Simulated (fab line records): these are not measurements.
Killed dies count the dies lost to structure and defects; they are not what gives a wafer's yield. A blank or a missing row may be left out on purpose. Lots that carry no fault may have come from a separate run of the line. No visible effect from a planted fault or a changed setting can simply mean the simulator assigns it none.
The same fault as seen by 2 desks | flow berkeleyCmos170 | each desk holds nothing but its own numbers, with what lay behind them at the end

== FROM THE METROLOGY DESK ==
What the gauges read for every lot (on any tool): the sampled wafers with a number, averaged. Any lot whose mean is over 4 standard deviations away from the usual mean is out of limits and marked OUT; that distance is given in the brackets.
Columns: A = V1_POLISHED_THK at UCB170_V1_THK_MEAS_04, usual 1000.5 nm; B = V2_OVL at UCB170_V2_OVL_MEAS_13, usual -1 nm
lot  | first seen here | A      | B
L347 | day 8 18:15     | 999.9  | -0
L348 | day 8 18:22     | 1001.5 | -4
L351 | day 9 06:50     | 1000.1 | -3
L352 | day 9 07:04     | 1000.4 | -3
L353 | day 9 07:08     | 1000.1 | 6
L350 | day 9 09:15     | 1000.1 | 1
L355 | day 10 03:17    | 1000.1 | 0
L356 | day 10 03:17    | 1000.5 | 3
L354 | day 10 03:35    | 1001.0 | -2
L358 | day 10 22:46    | 1000.4 | 4
L362 | day 11 15:05    | 1001.1 | -4
L366 | day 11 16:54    | 1000.9 | -8
L368 | day 12 08:13    | 1002.2 | -3
L369 | day 12 22:33    | 1000.9 | 0
This desk found nothing out of limits on any of the 14 lots.

== THE TOOL OWNER'S DESK: lithoTrack-02 ==
At UCB170_M3_SOFTBAKE_06 (time 60 s), the tool's own readings, given per lot that ran on this tool as the mean of the sampled wafers with a number. Any lot whose mean is over 4 standard deviations away from the usual mean is out of limits and marked OUT; that distance is given in the brackets.
Columns: A = heaterPowerTotalW at UCB170_M3_SOFTBAKE_06, usual 56.80 W; B = plateTempC at UCB170_M3_SOFTBAKE_06, usual 130.03 C
lot  | first seen here | A               | B
L348 | day 9 06:33     | 56.82           | 129.91
L352 | day 9 18:21     | 56.82           | 129.95
L353 | day 9 19:05     | 56.80           | 130.01
L350 | day 9 19:59     | 54.89 (-43) OUT | 126.78 (-25) OUT
L355 | day 10 14:13    | 54.89 (-43) OUT | 126.69 (-26) OUT
Finding of this desk: L350, L355 out of limits; the first was L350 at day 9 19:59, on heaterPowerTotalW at UCB170_M3_SOFTBAKE_06. Within limits: L348, L352, L353.

== TAKEN TOGETHER ==
At day 9 19:59, on L350, L355, the tool owner's desk was in a position to raise an alarm.
Nothing out of limits was seen by the metrology desk.
The metrology desk holds a record of L350, L355, inside its limits.
On lithoTrack-02, each named lot ran UCB170_M3_SOFTBAKE_06.

== WHAT THE SIMULATOR PUT IN ==
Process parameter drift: lithoTrack-02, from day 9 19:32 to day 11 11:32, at UCB170_M3_SOFTBAKE_06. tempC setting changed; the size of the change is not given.
Struck lots among those shown: L350, L355.
Each desk's first reading out of limits, in hours after the fault started: the tool owner's desk, 0.
